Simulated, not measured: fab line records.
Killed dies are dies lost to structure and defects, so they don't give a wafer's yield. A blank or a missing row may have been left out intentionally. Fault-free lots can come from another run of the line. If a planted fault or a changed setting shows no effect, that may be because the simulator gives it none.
Struck lot and sound lot, side by side    flow ritCmos    16 steps out of a route of 202
Sound: the wafers L348.1, L348.2, L348.5. Wafers L354.1, L354.2, L354.3 were the ones struck. The cause comes at the end.
Each step with rows lists, per side, the tool, then ch with its chambers, then its first start. Under that, the readings that differ: sound wafers    struck wafers    difference of the means    sigmas: that difference in standard deviations of wafers without a fault.
alike: a reading whose means differ by less than 2 such deviations, as well as words and numbers matching on both sides. not compared: withheld readings; readings where some wafer has no value; bounds like >300 that might hide an equal value; numbers whose values overlap and for which the record gives no deviation.
The two part at a step that has a row with sigmas, a row that says differs or no value, or rows on one side only. Numbers that have no deviation but don't overlap get no sigmas and don't part them. Lack of a reading on every wafer of one side parts them only where that side has two or more wafers.

first, 1 step without rows for these wafers: RIT_CONTACT_CLEAN_14 (cleans in SC2, time 600 s).
RIT_M1_SPUTTER_00: material Al, target thk 400 nm, time 500 s.
  sound on pvdSputter-04, day 5 01:19; struck on pvdSputter-04, day 6 07:45
  alike: substrateTempC, throttleValvePct
RIT_M1_RS_MEAS_01: the measuring method here is four-point-probe.
  sound on filmMetro-04, day 5 01:37; struck on filmMetro-02, day 6 08:02
  alike: M1_AL_RS
RIT_M1_THK_MEAS_02: measures by xrf.
  sound on filmMetro-04, day 5 01:44; struck on filmMetro-02, day 6 08:10
  alike: M1_AL_THK
then, 6 steps without rows for these wafers: RIT_M1_HMDS_03 (prime time 60 s); RIT_M1_COAT_04 (resist thk 1300 nm); RIT_M1_SOFTBAKE_05 (time 60 s); RIT_M1_EXPOSE_06 (exposes mask M12, target cd 2600 nm); RIT_M1_PEB_07; RIT_M1_DEVELOP_08 (develop time 68 s).
RIT_M1_CD_MEAS_09: target cd 2600 nm.
  sound on cdSem-02, day 5 02:48; struck on cdSem-02, day 6 09:14
reading    sound                 struck                difference  sigmas
cdNm (nm)  2597.5 2598.3 2598.6  2606.0 2606.7 2604.0  +7.4        +3
RIT_M1_OVL_MEAS_10:
  sound on overlay-02, day 5 02:55; struck on overlay-02, day 6 09:21
  alike: M1_OVL
RIT_M1_HARDBAKE_11: time 120 s.
  sound on lithoTrack-04 ch 0, day 5 02:57; struck on lithoTrack-04 ch 0, day 6 09:23
reading                                 sound                 struck                difference  sigmas
heaterPowerTotalW (W)                   52.05 51.99 51.99     49.42 49.55 49.40     -2.55       -43
plateTempC (C)                          139.92 139.85 139.71  134.63 134.57 134.63  -5.22       -31
model.NOVOLAK_of_M1_COAT_04.thkNm (nm)  1131 1129 1133        1150 1149 1144        +17         
RIT_M1_METAL_ETCH_12: etches Al in Cl2/BCl3, stops on SiO2, time 165 s, target depth 600 nm.
  sound on rieMetal-02 ch 1, day 5 03:12; struck on rieMetal-02 ch 1, day 6 09:38
reading                                 sound              struck           difference  sigmas
model.NOVOLAK_of_M1_COAT_04.thkNm (nm)  811.6 807.9 813.7  831 829.9 823.4  +17         
  alike: drypumpMotorCurrentA, heBacksideLeakSccm, oesProductAu, throttleValvePct
  not compared: rfHoursCounterH
then, 1 step without rows for these wafers: RIT_M1_STRIP_13 (strips in nmp, time 600 s).
RIT_M1_PROBE_99:
  sound on prober-01, day 5 05:38; struck on prober-01, day 6 12:04
reading             sound  struck  difference  sigmas
killed_at_M0_to_M3  0 1 1  0 0 0   -1          -4
  alike: defectLimitedYield, killedAtFrontEnd, killedDies, killedOnRim, killedOpen, killedShort, sort_bin_3_pad_short, sort_bin_5_function, sort_bin_6_memory, sortNPass, sortYieldPct

== WHERE THEY PART ==
Earliest at RIT_M1_CD_MEAS_09; latest, in this record, at RIT_M1_PROBE_99.

WHY: whatever the simulator had introduced
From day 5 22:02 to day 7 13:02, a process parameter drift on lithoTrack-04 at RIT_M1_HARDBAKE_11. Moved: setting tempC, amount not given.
